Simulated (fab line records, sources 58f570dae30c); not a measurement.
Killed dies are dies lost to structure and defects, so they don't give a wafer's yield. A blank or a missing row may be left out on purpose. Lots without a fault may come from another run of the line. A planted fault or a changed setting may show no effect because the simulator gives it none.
A sampling plan put to the test | flow berkeley_cmos170 | one fab line, 9 faults that these records tell of, each judged on the records of the lots that it struck
The plan is the line's own looks: the steps of the route at which a gauge or an inspection reads the wafer and doesn't change it. A look can be judged if struck wafers have a number there and the file gives its usual mean and standard deviation on fault-free wafers. Caught: at a look after the fault's first step, the mean of the struck wafers lies 4 or more of those standard deviations (sigma) from the usual mean. On the tool: the same test on the tool's own readings at the fault's steps. Another recipe on the struck wafers, or a record that is blank for them alone, also counts as caught.

THE FAULTS, as the simulator had put them in
1. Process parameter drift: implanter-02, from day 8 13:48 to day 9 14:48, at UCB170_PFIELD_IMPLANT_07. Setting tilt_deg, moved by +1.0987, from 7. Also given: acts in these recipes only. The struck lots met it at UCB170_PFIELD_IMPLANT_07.
2. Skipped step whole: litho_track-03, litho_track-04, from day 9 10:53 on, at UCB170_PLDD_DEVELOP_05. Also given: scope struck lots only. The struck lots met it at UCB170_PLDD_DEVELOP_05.
3. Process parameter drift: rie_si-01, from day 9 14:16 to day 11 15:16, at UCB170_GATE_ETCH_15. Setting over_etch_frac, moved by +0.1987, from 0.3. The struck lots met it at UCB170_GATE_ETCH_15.
4. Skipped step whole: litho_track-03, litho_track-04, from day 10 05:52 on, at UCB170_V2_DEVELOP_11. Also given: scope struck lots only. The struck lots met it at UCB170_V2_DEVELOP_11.
5. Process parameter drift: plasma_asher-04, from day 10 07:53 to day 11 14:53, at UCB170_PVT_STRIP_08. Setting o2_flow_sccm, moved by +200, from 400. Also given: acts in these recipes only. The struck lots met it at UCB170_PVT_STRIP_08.
6. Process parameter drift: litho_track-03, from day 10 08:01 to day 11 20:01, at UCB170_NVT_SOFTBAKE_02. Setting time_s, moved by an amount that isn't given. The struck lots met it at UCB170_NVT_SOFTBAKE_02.
7. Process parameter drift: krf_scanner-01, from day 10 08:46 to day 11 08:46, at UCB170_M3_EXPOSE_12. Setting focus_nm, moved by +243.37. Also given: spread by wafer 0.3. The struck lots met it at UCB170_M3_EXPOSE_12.
8. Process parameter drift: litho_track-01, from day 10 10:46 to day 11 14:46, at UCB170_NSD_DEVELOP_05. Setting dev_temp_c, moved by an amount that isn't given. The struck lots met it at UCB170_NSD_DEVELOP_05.
9. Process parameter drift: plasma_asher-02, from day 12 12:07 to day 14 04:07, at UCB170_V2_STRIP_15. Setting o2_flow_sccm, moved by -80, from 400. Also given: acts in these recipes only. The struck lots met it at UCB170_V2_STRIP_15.

WHAT THE PLAN SAW
fault | on the tool itself                               | first look that catches it                   | reading, sigma | median hours from its first step to that look | hours from the fault's start to the first struck lot there | judged looks passed uncaught
1     | tilt_deg +51 sigma                               | no look after it can be judged               | -              | -                                             | -                                                          | 0
2     | the tool's record is blank for the struck wafers | no look after it can be judged               | -              | -                                             | -                                                          | 0
3     | oes_product_au -8.2 sigma                        | not the one look that can be judged after it | -              | -                                             | -                                                          | 1
4     | the tool's record is blank for the struck wafers | no look after it can be judged               | -              | -                                             | -                                                          | 0
5     | o2_flow_sccm +99 or beyond sigma                 | no look after it can be judged               | -              | -                                             | -                                                          | 0
6     | run_length_s +99 or beyond sigma                 | no look after it can be judged               | -              | -                                             | -                                                          | 0
7     | exposure_dose_mJ_cm2 -5.0 sigma                  | no look after it can be judged               | -              | -                                             | -                                                          | 0
8     | developer_temp_C +6.5 sigma                      | no look after it can be judged               | -              | -                                             | -                                                          | 0
9     | o2_flow_sccm -66 sigma                           | no look after it can be judged               | -              | -                                             | -                                                          | 0
A dash: the fault isn't caught, or these records don't give the number.

Caught at a look: 0 of 9. Caught on the tool: 9 of 9. By one or the other: 9 of 9.
Caught on the tool alone: faults 1, 2, 3, 4, 5, 6, 7, 8, 9.
